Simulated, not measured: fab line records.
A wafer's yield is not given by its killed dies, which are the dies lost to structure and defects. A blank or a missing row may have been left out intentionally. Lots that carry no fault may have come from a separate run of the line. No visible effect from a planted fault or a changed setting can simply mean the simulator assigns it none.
fab line records	flow rit_cmos
record: lots: 13	wafers: 39	last_day: 7
route steps=202 shown PWELL@52 CONTACT@169 M1@202
lots with no fault: from the same line, run without faults
start_h: hours from the record's opening day to when the first of the lot's shown wafers began	wait_h: hours elapsed since this lot's preceding step	" as in the row above	L1.1+2: a row that stands for several wafers	- no value present, or no start provided	* or withheld: withheld	< > ~ a bound
route shown NAME@n: names a module that has steps shown in the file, with the first one's number in the route	usual: mean and standard deviation over wafers with no fault	same: alike in all rows	chamber/n: place in a boat	sites: the reading at each site	_std_site: standard deviation of those values	_edge_site: outer sites' mean less inner sites'	radius_mm: for every site, how far away it sits from the centre of the wafer	mask NAME#n: copy n	behind: tool/chamber where the wafer was last shaped	hold: what put the lot on hold/how long, in hours/how the hold closed	device: transistor that didn't switch, given as n, p or np	end of line: tests of these same wafers at the route's end	step lacking rows: just its recipe	killed: dies that structure and defects cost at the first sort, which is not the same as the wafer's yield	map: dies across one wafer; x = killed, . = not, _ = none there
set.NAME: the setting that was run; set.NAME@STEP: the one run at that earlier step	model.NAME: the simulator's own value behind a step, which no gauge read
steps of the route over a sample of lots; a table a step, a row a wafer
services: when a tool's chamber went out of use (start_h, in hours from the record's first day, below 0 if earlier), for how many hours, and the reason
== steps ==
step: RIT_WELLDRIVE_RS_MEAS_02
recipe: thk_meas_gauge: four-point-probe
usual: PWELL_RS: 428.7/1
lot.wafer	tool	chamber	start_h	wait_h	PWELL_RS[ohm/sq]
L309.4	film_metro-04	-	29.37	0.1	427.9
L309.5	"	-	"	"	429.1
L309.6	"	-	"	"	427.7
L310.2	film_metro-03	-	32.83	0.1	427.8
L310.3	"	-	"	"	428.5
L310.5	"	-	"	"	427.2
L312.1	film_metro-04	-	43.38	0.1	428.8
L312.2	"	-	"	"	427.6
L312.6	"	-	"	"	428.4
L313.2	film_metro-04	-	48.74	0.1	429.3
L313.5	"	-	"	"	429.2
L313.6	"	-	"	"	429.7
L316.1	film_metro-03	-	65.16	0.1	428.9
L316.3	"	-	"	"	429.4
L316.5	"	-	"	"	427.8
L317.4	film_metro-04	-	69.69	0.1	428.5
L317.5	"	-	"	"	428.6
L317.6	"	-	"	"	428.7
L318.2	film_metro-01	-	73.58	0.1	428.5
L318.5	"	-	"	"	429.4
L318.6	"	-	"	"	429.4
L319.4	film_metro-04	-	80.00	0.1	428.4
L319.5	"	-	"	"	429.1
L319.6	"	-	"	"	426.6
L320.1	film_metro-03	-	85.03	0.1	428.9
L320.2	"	-	"	"	428.9
L320.6	"	-	"	"	429.2
L321.3	film_metro-03	-	92.30	0.1	426.5
L321.4	"	-	"	"	427.3
L321.5	"	-	"	"	428.3
L325.1	film_metro-03	-	114.81	0.1	428.6
L325.2	"	-	"	"	430.5
L325.6	"	-	"	"	427.8
L330.1	film_metro-03	-	137.34	0.1	427.5
L330.3	"	-	"	"	428.1
L330.4	"	-	"	"	428.0
L332.3	film_metro-04	-	144.60	0.1	428.3
L332.4	"	-	"	"	428.4
L332.5	"	-	"	"	426.4
step: RIT_CONTACT_THK_MEAS_01
recipe: reads: SiO2_of_CONTACT_CVD_00
usual: CONTACT_TEOS_THK: 399/5
lot.wafer	tool	chamber	start_h	wait_h	CONTACT_TEOS_THK[nm]
L309.4	film_metro-03	-	51.14	0.0	398
L309.5	"	-	"	"	405
L309.6	"	-	"	"	401
L310.2	film_metro-01	-	54.50	0.0	395
L310.3	"	-	"	"	392
L310.5	"	-	"	"	399
L312.1	film_metro-04	-	65.03	0.0	404
L312.2	"	-	"	"	402
L312.6	"	-	"	"	401
L313.2	film_metro-03	-	70.65	0.0	402
L313.5	"	-	"	"	404
L313.6	"	-	"	"	402
L316.1	film_metro-01	-	88.13	0.0	395
L316.3	"	-	"	"	394
L316.5	"	-	"	"	401
L317.4	film_metro-01	-	91.85	0.0	402
L317.5	"	-	"	"	404
L317.6	"	-	"	"	399
L318.2	film_metro-01	-	97.70	0.0	397
L318.5	"	-	"	"	400
L318.6	"	-	"	"	401
L319.4	film_metro-01	-	102.58	0.0	399
L319.5	"	-	"	"	400
L319.6	"	-	"	"	401
L320.1	film_metro-01	-	109.68	0.0	406
L320.2	"	-	"	"	397
L320.6	"	-	"	"	408
L321.3	film_metro-03	-	119.51	0.0	391
L321.4	"	-	"	"	406
L321.5	"	-	"	"	398
L325.1	film_metro-01	-	141.88	0.0	395
L325.2	"	-	"	"	389
L325.6	"	-	"	"	399
L330.1	film_metro-01	-	161.94	0.0	396
L330.3	"	-	"	"	402
L330.4	"	-	"	"	411
L332.3	film_metro-01	-	167.07	0.0	390
L332.4	"	-	"	"	402
L332.5	"	-	"	"	398
step: RIT_CONTACT_EXPOSE_05
recipe: mask_id: M11	na: 0.6	source_shape: conventional	sigma_outer: 0.5	target_cd_nm: 1000	dose_mj: 250
usual: exposure_dose_mJ_cm2: 250.04/0.24	reticle_temp_C: 22.99/0.11
lot.wafer	tool	chamber	start_h	wait_h	mask	exposure_dose_mJ_cm2	reticle_temp_C
L309.4	iline_stepper-01	0	51.71	0.1	M11#0	249.80	22.78
L309.5	"	0	"	"	M11#0	249.61	22.96
L309.6	"	0	"	"	M11#0	249.83	22.95
L310.2	iline_stepper-02	0	55.14	0.2	M11#0	250.01	23.11
L310.3	"	0	"	"	M11#0	249.91	23.18
L310.5	"	0	"	"	M11#0	250.21	23.20
L312.1	iline_stepper-01	0	65.54	0.1	M11#0	250.00	22.93
L312.2	"	0	"	"	M11#0	250.23	23.14
L312.6	"	0	"	"	M11#0	249.78	22.92
L313.2	iline_stepper-02	0	71.29	0.2	M11#0	249.33	22.92
L313.5	"	0	"	"	M11#0	249.90	23.00
L313.6	"	0	"	"	M11#0	250.02	23.02
L316.1	iline_stepper-02	0	88.77	0.2	M11#0	249.81	23.03
L316.3	"	0	"	"	M11#0	249.96	23.30
L316.5	"	0	"	"	M11#0	249.72	23.09
L317.4	iline_stepper-01	0	92.52	0.2	M11#0	250.26	23.09
L317.5	"	0	"	"	M11#0	250.11	23.10
L317.6	"	0	"	"	M11#0	250.59	23.16
L318.2	iline_stepper-01	0	98.22	0.1	M11#0	250.62	22.98
L318.5	"	0	"	"	M11#0	250.39	23.00
L318.6	"	0	"	"	M11#0	250.20	22.94
L319.4	iline_stepper-01	0	103.12	0.1	M11#0	250.00	23.01
L319.5	"	0	"	"	M11#0	250.27	23.03
L319.6	"	0	"	"	M11#0	249.92	23.11
L320.1	iline_stepper-02	0	110.32	0.2	M11#0	249.92	23.04
L320.2	"	0	"	"	M11#0	250.20	22.92
L320.6	"	0	"	"	M11#0	250.01	23.13
L321.3	iline_stepper-01	0	120.17	0.2	M11#0	250.28	22.91
L321.4	"	0	"	"	M11#0	250.02	22.89
L321.5	"	0	"	"	M11#0	250.35	22.81
L325.1	iline_stepper-01	0	142.39	0.1	M11#0	250.30	22.92
L325.2	"	0	"	"	M11#0	250.14	22.92
L325.6	"	0	"	"	M11#0	249.63	22.95
L330.1	iline_stepper-02	0	162.45	0.1	M11#0	250.09	22.80
L330.3	"	0	"	"	M11#0	249.79	22.92
L330.4	"	0	"	"	M11#0	250.01	22.89
L332.3	iline_stepper-01	0	167.60	0.1	M11#0	244.49	22.89
L332.4	"	0	"	"	M11#0	244.43	23.11
L332.5	"	0	"	"	M11#0	244.82	23.10
step: RIT_CONTACT_CD_MEAS_08
recipe: target_cd_nm: 1000
usual: cd_nm: 1000.5/2.3
lot.wafer	tool	chamber	start_h	wait_h	cd_nm
L309.4	cd_sem-01	-	52.43	-	999.6
L309.5	"	-	"	"	1000.7
L309.6	"	-	"	"	999.8
L310.2	cd_sem-01	-	55.66	-	1000.4
L310.3	"	-	"	"	1002.4
L310.5	"	-	"	"	1001.0
L312.1	cd_sem-02	-	66.25	-	998.3
L312.2	"	-	"	"	996.1
L312.6	"	-	"	"	997.9
L313.2	cd_sem-01	-	71.81	-	999.5
L313.5	"	-	"	"	1001.3
L313.6	"	-	"	"	999.9
L316.1	cd_sem-02	-	89.29	-	1003.1
L316.3	"	-	"	"	1000.5
L316.5	"	-	"	"	1000.7
L317.4	cd_sem-02	-	93.04	-	1002.2
L317.5	"	-	"	"	1004.2
L317.6	"	-	"	"	1001.6
L318.2	cd_sem-02	-	98.74	-	1003.4
L318.5	"	-	"	"	1005.3
L318.6	"	-	"	"	1003.8
L319.4	cd_sem-02	-	103.64	-	1003.9
L319.5	"	-	"	"	1002.9
L319.6	"	-	"	"	1003.9
L320.1	cd_sem-01	-	110.83	-	997.9
L320.2	"	-	"	"	999.2
L320.6	"	-	"	"	996.4
L321.3	cd_sem-02	-	120.68	-	1000.7
L321.4	"	-	"	"	1001.0
L321.5	"	-	"	"	1001.0
L325.1	cd_sem-01	-	142.91	-	1000.6
L325.2	"	-	"	"	1000.0
L325.6	"	-	"	"	1000.4
L330.1	cd_sem-02	-	162.97	-	1000.3
L330.3	"	-	"	"	999.4
L330.4	"	-	"	"	999.8
L332.3	cd_sem-02	-	168.24	-	1007.9
L332.4	"	-	"	"	1017.6
L332.5	"	-	"	"	1056.6
step: RIT_CONTACT_ETCH_11
recipe: target_depth_a: 4800	over_etch_frac: 0.2	stop_on: TiSi2	chemistry: CHF3/CF4/Ar	target: SiO2	CHF3_flow_sccm: 50	cf4_flow_sccm: 10	Ar_flow_sccm: 100	O2_flow_sccm: 5	pressure_mtorr: 100	rf_w: 200	time_s: 320
usual: drypump_motor_current_A: 5.5/0.46	oes_product_au: 0.990/0.015	throttle_valve_pct: 8.85/0.14
lot.wafer	tool	chamber	start_h	wait_h	drypump_motor_current_A	oes_product_au	rf_hours_counter_h	throttle_valve_pct
L309.4	rie_diel-01	0	52.68	0.1	5.4	0.966	125	9.06
L309.5	"	1	"	"	6.8	0.983	-	8.69
L309.6	"	2	"	"	5.5	1.003	-	8.74
L310.2	rie_diel-02	2	55.95	0.1	5.3	0.977	122	8.82
L310.3	"	1	"	"	5.3	0.987	20	8.60
L310.5	"	0	"	"	5.2	0.974	-	8.94
L312.1	rie_diel-01	2	66.58	0.1	5.5	1.003	42	8.75
L312.2	"	3	"	"	5.5	0.976	22	8.78
L312.6	"	3	"	"	5.5	0.983	-	8.77
L313.2	rie_diel-02	2	72.09	0.1	5.3	0.978	122	8.82
L313.5	"	0	"	"	5.2	0.986	-	8.92
L313.6	"	1	"	"	5.3	0.992	-	8.60
L316.1	rie_diel-01	1	89.59	0.1	6.7	0.980	78	8.67
L316.3	"	0	"	"	5.4	0.965	125	9.04
L316.5	"	1	"	"	6.7	0.975	-	8.69
L317.4	rie_diel-04	2	93.52	0.1	6.0	0.992	-	9.02
L317.5	"	1	"	"	5.9	1.021	-	8.94
L317.6	"	3	"	"	5.6	0.969	-	9.01
L318.2	rie_diel-02	0	99.02	0.1	5.2	0.976	42	8.93
L318.5	"	1	"	"	5.3	0.994	-	8.59
L318.6	"	0	"	"	5.2	0.983	-	8.92
L319.4	rie_diel-01	0	103.89	0.1	5.4	0.966	125	9.05
L319.5	"	3	"	"	5.5	0.980	-	8.77
L319.6	"	0	"	"	5.4	0.969	-	9.06
L320.1	rie_diel-02	3	111.14	0.1	5.0	0.978	0	8.71
L320.2	"	2	"	"	5.3	0.977	123	8.83
L320.6	"	1	"	"	5.3	0.991	-	8.59
L321.3	rie_diel-01	0	120.95	0.1	5.4	0.960	126	9.05
L321.4	"	1	"	"	6.7	0.976	78	8.67
L321.5	"	2	"	"	5.5	1.007	-	8.77
L325.1	rie_diel-04	1	143.21	0.1	5.9	1.017	137	8.95
L325.2	"	0	"	"	5.1	0.997	1	8.88
L325.6	"	0	"	"	5.1	0.992	-	8.88
L330.1	rie_diel-04	2	163.28	0.1	6.1	0.985	1	9.02
L330.3	"	3	"	"	5.6	0.999	1	9.01
L330.4	"	1	"	"	5.9	1.017	137	8.95
L332.3	rie_diel-04	2	168.50	0.1	6.0	0.986	1	8.99
L332.4	"	1	"	"	5.9	1.014	137	8.94
L332.5	"	1	"	"	5.9	1.019	-	8.94
step: RIT_M1_PROBE_99
usual: killed_at_M0_to_M3: 0.0/0.12	killed_at_contacts: 0.1/0.24	killed_at_front_end: 6.6/2.7	killed_dies: 6.6/2.7	killed_on_rim: 1.7/1.3	killed_open: 3.3/1.8	killed_short: 3.4/1.9
same: gross_dies: 264	killed_at_M4_up: 0	killed_at_back_side: 0	killed_at_other: 0
lot.wafer	tool	chamber	start_h	wait_h	killed_at_M0_to_M3	killed_at_contacts	killed_at_front_end	killed_dies	killed_on_rim	killed_open	killed_short
L309.4	prober-01	-	57.69	0.2	0	0	9	9	1	3	6
L309.5	prober-01	-	57.74	0.2	0	0	8	8	3	3	5
L309.6	prober-01	-	57.79	0.2	0	0	9	9	3	3	6
L310.2	prober-02	-	61.73	0.1	0	0	6	6	4	5	1
L310.3	prober-02	-	61.78	0.2	0	0	9	9	2	5	4
L310.5	prober-02	-	61.88	0.2	0	0	6	6	2	4	2
L312.1	prober-02	-	71.59	0.1	0	0	9	9	3	5	4
L312.2	prober-02	-	71.64	0.1	0	0	6	6	1	2	4
L312.6	prober-02	-	71.84	0.2	0	0	3	3	0	0	3
L313.2	prober-01	-	78.72	0.1	0	0	6	6	2	3	3
L313.5	prober-01	-	78.87	0.2	1	0	9	10	2	7	3
L313.6	prober-01	-	78.92	0.2	0	0	7	7	2	4	3
L316.1	prober-02	-	94.95	0.1	0	0	4	4	0	0	4
L316.3	prober-02	-	95.05	0.2	0	0	4	4	0	1	3
L316.5	prober-02	-	95.15	0.2	0	0	9	9	1	4	5
L317.4	prober-01	-	99.24	0.2	0	0	9	9	3	7	2
L317.5	prober-01	-	99.29	0.2	0	1	4	5	1	4	1
L317.6	prober-01	-	99.34	0.2	0	0	10	10	3	3	7
L318.2	prober-02	-	106.08	0.1	0	0	5	5	2	2	3
L318.5	prober-02	-	106.23	0.2	0	0	1	1	0	1	0
L318.6	prober-02	-	106.28	0.2	0	0	3	3	1	2	1
L319.4	prober-01	-	109.69	0.2	0	0	5	5	1	4	1
L319.5	prober-01	-	109.74	0.2	0	0	9	9	2	5	4
L319.6	prober-01	-	109.79	0.2	0	0	3	3	1	1	2
L320.1	prober-02	-	116.98	0.1	0	0	6	6	3	3	3
L320.2	prober-02	-	117.03	0.1	0	0	6	6	2	4	2
L320.6	prober-02	-	117.23	0.2	0	0	9	9	2	3	6
L321.3	prober-01	-	126.03	0.2	0	0	6	6	1	4	2
L321.4	prober-01	-	126.08	0.2	0	0	4	4	1	1	3
L321.5	prober-01	-	126.13	0.2	0	0	6	6	1	3	3
L325.1	prober-01	-	148.81	0.1	0	0	5	5	3	4	1
L325.2	prober-01	-	148.86	0.1	0	0	5	5	1	3	2
L325.6	prober-01	-	149.06	0.2	0	0	9	9	2	5	4
L330.1	prober-02	-	168.67	0.1	0	0	4	4	0	1	3
L330.3	prober-02	-	168.77	0.2	0	0	10	10	1	7	3
L330.4	prober-02	-	168.82	0.2	0	0	2	2	0	1	1
L332.3	prober-02	-	173.63	0.2	0	0	7	7	1	1	6
L332.4	prober-02	-	173.68	0.2	0	0	9	9	2	4	5
L332.5	prober-02	-	173.73	0.2	0	1	4	5	2	5	0
killed by level:class
L309.4 SPACER:geometric_particle:short=3 SILICIDE:geometric_particle:open=2 SILICIDE:geometric_particle:short=2 GATE:geometric_particle:short=1 REOX:geometric_particle:open=1
L309.5 REOX:geometric_particle:short=2 FOX1:geometric_particle:short=1 FOX1:geometric_particle:open=1 FOX2:geometric_particle:open=1 GATE:geometric_particle:open=1 SPACER:geometric_particle:short=1 SILICIDE:geometric_particle:short=1
L309.6 GATE:geometric_particle:short=2 REOX:geometric_particle:short=2 FOX1:geometric_particle:open=1 FOX2:geometric_particle:short=1 GATE:geometric_particle:open=1 SPACER:geometric_particle:open=1 SILICIDE:geometric_particle:short=1
L310.2 SPACER:geometric_particle:open=4 GATE:geometric_particle:open=1 SPACER:geometric_particle:short=1
L310.3 FOX2:geometric_particle:short=2 FOX2:geometric_particle:open=2 REOX:geometric_particle:open=1 FOX1:geometric_particle:open=1 SPACER:geometric_particle:open=1 SPACER:geometric_particle:short=1 SILICIDE:geometric_particle:short=1
L310.5 SILICIDE:geometric_particle:open=2 FOX1:geometric_particle:open=1 FOX2:geometric_particle:open=1 REOX:geometric_particle:short=1 SILICIDE:geometric_particle:short=1
L312.1 FOX1:geometric_particle:open=2 GATE:geometric_particle:short=2 SILICIDE:geometric_particle:open=2 REOX:geometric_particle:open=1 REOX:geometric_particle:short=1 SPACER:geometric_particle:short=1
L312.2 SPACER:geometric_particle:short=3 FOX1:geometric_particle:open=1 GATE:geometric_particle:short=1 GATE:geometric_particle:open=1
L312.6 GATE:geometric_particle:short=3
L313.2 GATE:geometric_particle:short=3 FOX1:geometric_particle:open=1 FOX2:geometric_particle:open=1 REOX:geometric_particle:open=1
L313.5 GATE:geometric_particle:open=4 FOX1:geometric_particle:open=2 FOX2:geometric_particle:short=1 GATE:geometric_particle:short=1 SPACER:geometric_particle:open=1 M1:geometric_particle:short=1
L313.6 FOX2:geometric_particle:open=2 GATE:geometric_particle:open=2 SPACER:geometric_particle:short=2 GATE:geometric_particle:short=1
L316.1 GATE:geometric_particle:short=3 SPACER:geometric_particle:short=1
L316.3 GATE:geometric_particle:short=2 FOX2:geometric_particle:short=1 GATE:geometric_particle:open=1
L316.5 GATE:geometric_particle:short=3 SPACER:geometric_particle:open=2 FOX1:geometric_particle:short=1 FOX1:geometric_particle:open=1 FOX2:geometric_particle:short=1 GATE:geometric_particle:open=1
L317.4 GATE:geometric_particle:open=2 SILICIDE:geometric_particle:open=2 FOX1:geometric_particle:short=1 FOX1:geometric_particle:open=1 FOX2:geometric_particle:open=1 GATE:geometric_particle:short=1 SPACER:geometric_particle:open=1
L317.5 FOX2:geometric_particle:open=1 GATE:geometric_particle:open=1 SPACER:geometric_particle:short=1 SPACER:geometric_particle:open=1 CONTACT:geometric_particle:open=1
L317.6 GATE:geometric_particle:short=3 FOX1:geometric_particle:short=2 GATE:geometric_particle:open=2 FOX2:geometric_particle:open=1 FOX2:geometric_particle:short=1 REOX:geometric_particle:short=1
L318.2 FOX1:geometric_particle:short=2 FOX1:geometric_particle:open=2 REOX:geometric_particle:short=1
L318.5 FOX1:geometric_particle:open=1
L318.6 FOX2:geometric_particle:open=1 GATE:geometric_particle:open=1 GATE:geometric_particle:short=1
L319.4 FOX2:geometric_particle:open=2 GATE:geometric_particle:open=1 REOX:geometric_particle:short=1 SPACER:geometric_particle:open=1
L319.5 FOX1:geometric_particle:open=2 FOX1:geometric_particle:short=1 FOX2:geometric_particle:short=1 GATE:geometric_particle:short=1 GATE:geometric_particle:open=1 REOX:geometric_particle:open=1 REOX:geometric_particle:short=1 SILICIDE:geometric_particle:open=1
L319.6 FOX2:geometric_particle:short=1 GATE:geometric_particle:short=1 REOX:geometric_particle:open=1
L320.1 GATE:geometric_particle:open=2 FOX1:geometric_particle:short=1 FOX2:geometric_particle:short=1 SILICIDE:geometric_particle:open=1 SILICIDE:geometric_particle:short=1
L320.2 GATE:geometric_particle:open=3 FOX1:geometric_particle:short=1 GATE:geometric_particle:short=1 SPACER:geometric_particle:open=1
L320.6 GATE:geometric_particle:short=3 SILICIDE:geometric_particle:short=2 FOX2:geometric_particle:short=1 GATE:geometric_particle:open=1 SPACER:geometric_particle:open=1 SILICIDE:geometric_particle:open=1
L321.3 FOX1:geometric_particle:open=2 GATE:geometric_particle:short=1 REOX:geometric_particle:open=1 SPACER:geometric_particle:short=1 SPACER:geometric_particle:open=1
L321.4 GATE:geometric_particle:open=1 GATE:geometric_particle:short=1 REOX:geometric_particle:short=1 SPACER:geometric_particle:short=1
L321.5 FOX2:geometric_particle:open=2 SPACER:geometric_particle:short=2 FOX1:geometric_particle:short=1 GATE:geometric_particle:open=1
L325.1 SILICIDE:geometric_particle:open=2 GATE:geometric_particle:open=1 REOX:geometric_particle:open=1 SILICIDE:geometric_particle:short=1
L325.2 FOX2:geometric_particle:short=1 GATE:geometric_particle:short=1 GATE:geometric_particle:open=1 REOX:geometric_particle:open=1 SILICIDE:geometric_particle:open=1
L325.6 FOX1:geometric_particle:short=3 SILICIDE:geometric_particle:open=3 GATE:geometric_particle:open=2 FOX2:geometric_particle:short=1
L330.1 GATE:geometric_particle:short=2 FOX2:geometric_particle:short=1 GATE:geometric_particle:open=1
L330.3 GATE:geometric_particle:open=3 SPACER:geometric_particle:open=2 FOX1:geometric_particle:open=1 FOX2:geometric_particle:short=1 GATE:geometric_particle:short=1 REOX:geometric_particle:open=1 SPACER:geometric_particle:short=1
L330.4 GATE:geometric_particle:short=1 GATE:geometric_particle:open=1
L332.3 GATE:geometric_particle:short=3 FOX1:geometric_particle:short=2 FOX2:geometric_particle:short=1 REOX:geometric_particle:open=1
L332.4 GATE:geometric_particle:short=4 GATE:geometric_particle:open=2 FOX1:geometric_particle:open=1 FOX2:geometric_particle:open=1 SPACER:geometric_particle:short=1
L332.5 GATE:geometric_particle:open=2 SPACER:geometric_particle:open=2 CONTACT:geometric_particle:open=1
== services ==
tool	chamber	start_h	hours	kind
rie_diel-04	-	46.30	14.6	pm
rie_diel-02	3	76.76	-	clean
rie_diel-02	3	76.76	18.9	scheduled_down
rie_diel-02	3	76.76	18.9	vent_cycle
iline_stepper-02	-	78.97	5.7	repair
rie_diel-02	-	87.15	0.8	repair
rie_diel-04	0	87.92	-	clean
rie_diel-04	0	87.92	14.5	scheduled_down
rie_diel-04	0	87.92	14.5	vent_cycle
iline_stepper-01	-	90.59	1.7	pm
rie_diel-04	2	99.12	2.3	repair
rie_diel-04	2	102.39	-	clean
rie_diel-04	2	102.39	20.0	scheduled_down
rie_diel-04	2	102.39	20.0	vent_cycle
rie_diel-04	3	122.35	-	clean
rie_diel-04	3	122.35	20.5	scheduled_down
rie_diel-04	3	122.35	20.5	vent_cycle
rie_diel-01	-	149.01	0.3	repair
rie_diel-01	3	159.72	11.0	repair
rie_diel-01	2	159.81	4.4	repair
rie_diel-01	1	165.56	4.3	repair
rie_diel-01	2	166.04	1.2	repair
== key ==
first_sign: step: RIT_CONTACT_EXPOSE_05	reading: exposure_dose_mJ_cm2	direction: down	sigmas: 23	usual: 250.04	struck: 244.58
effect: step: RIT_CONTACT_CD_MEAS_08	reading: cd_nm	direction: up	sigmas: 12	usual: 1000.5	struck: 1027.4	through: control_loop
met_at RIT_CONTACT_EXPOSE_05
struck_lots L332
tester_left_out L332
loop_trim: step: RIT_CONTACT_EXPOSE_05	setting: dose	lots: L332
not_acting_at RIT_WELLDRIVE_RS_MEAS_02,RIT_CONTACT_THK_MEAS_01,RIT_CONTACT_ETCH_11
onset_between 142.39 167.60
fault: kind: process_parameter_drift	tool: iline_stepper-01	chamber: -	onset_h: 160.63	steps: RIT_CONTACT_EXPOSE_05	channel: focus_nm	offset: 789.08	spread_by_wafer: 0.3	shape: step	end_h: 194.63
tester_left_out: of these lots the tester's yield and bins aren't shown, on N5 and GAA mostly nor the transistor test; their killed dies are dies lost to structure and defects alone, not to doping, threshold or leakage, so they don't give the yield
loop_trim: a control loop set the setting to another value than it would have without faults
